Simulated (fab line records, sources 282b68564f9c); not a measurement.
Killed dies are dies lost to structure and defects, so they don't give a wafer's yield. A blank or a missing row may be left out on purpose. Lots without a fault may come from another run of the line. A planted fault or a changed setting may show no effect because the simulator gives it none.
Which tool did it? | flow rit_cmos | 13 lots, 39 wafers sampled, at 2 steps of a route of 202

WHAT THE GAUGES READ, wafer by wafer
RIT_CONTACT_CD_MEAS_08: target cd 1000 nm. Usual: cd_nm 999.9 nm, standard deviation 1.7.
lot  | measured    | on        | cd_nm (nm)           | flag
L249 | day 3 04:26 | cd_sem-02 | 1000.4 999.5 1000.0  |
L250 | day 3 10:39 | cd_sem-01 | 1003.1 1000.5 1000.7 |
L251 | day 3 17:37 | cd_sem-01 | 1002.0 999.7 1001.5  |
L253 | day 4 02:45 | cd_sem-02 | 1001.3 1000.6 1000.2 |
L254 | day 4 05:43 | cd_sem-02 | 998.0 998.6 999.8    |
L256 | day 4 14:16 | cd_sem-01 | 1148.5 1146.3 1146.4 | OFF
L265 | day 6 16:15 | cd_sem-02 | 998.6 1001.2 999.3   |
L266 | day 6 20:14 | cd_sem-02 | 997.4 998.2 995.2    |
L267 | day 7 10:19 | cd_sem-02 | 1003.3 1002.9 1001.9 |
L269 | day 7 13:46 | cd_sem-02 | 1000.1 999.5 999.9   |
L270 | day 7 23:27 | cd_sem-02 | 1001.9 1000.9 1000.0 |
L271 | day 8 02:01 | cd_sem-01 | 999.1 999.4 998.3    |
L272 | day 8 13:30 | cd_sem-02 | 998.9 999.9 999.6    |

WHICH TOOL RAN EACH LOT (tool, then ch and the chambers of the sampled wafers, then the start)
lot  | RIT_CONTACT_EXPOSE_05
L249 | iline_stepper-01 ch 0, day 3 03:56
L250 | iline_stepper-01 ch 0, day 3 10:08
L251 | iline_stepper-02 ch 0, day 3 17:06
L253 | iline_stepper-01 ch 0, day 4 02:14
L254 | iline_stepper-01 ch 0, day 4 05:00
L256 | iline_stepper-01 ch 0, day 4 13:45
L265 | iline_stepper-01 ch 0, day 6 15:44
L266 | iline_stepper-02 ch 0, day 6 19:43
L267 | iline_stepper-02 ch 0, day 7 09:40
L269 | iline_stepper-02 ch 0, day 7 13:14
L270 | iline_stepper-01 ch 0, day 7 22:56
L271 | iline_stepper-01 ch 0, day 8 01:11
L272 | iline_stepper-02 ch 0, day 8 12:48
- RIT_CONTACT_EXPOSE_05: exposes mask M11, target cd 1000 nm.

WHAT THE TOOLS THEMSELVES READ (means of the sampled wafers that have a number; where no wafer has one, the mark that the record gives instead)
The record holds no such reading with a usual standard deviation.

THE ANSWER, worked out from the rows above alone
Rule: a lot is off if the mean of its wafers that have a number lies more than 3 standard deviations from the usual mean. A lot without any number at a reading at which 4 lots or more have one is off too. The other lots that the step has rows for count as sound. The gauges are gone through in route order, then the tools' own readings, and for those a lot's mean is taken as printed above. The first step at which some lot is off is used, and at that step the reading that is off furthest; a lot without a number counts as furthest.
Off: L256, at RIT_CONTACT_CD_MEAS_08 (cd_nm).
A tool fits if, at a process step before that reading, it ran every lot that is off, and no sound lot after the first of them. The gauges at RIT_CONTACT_CD_MEAS_08 are tried like those tools. None of those tried fits.

WHAT THE SIMULATOR HAD PUT IN
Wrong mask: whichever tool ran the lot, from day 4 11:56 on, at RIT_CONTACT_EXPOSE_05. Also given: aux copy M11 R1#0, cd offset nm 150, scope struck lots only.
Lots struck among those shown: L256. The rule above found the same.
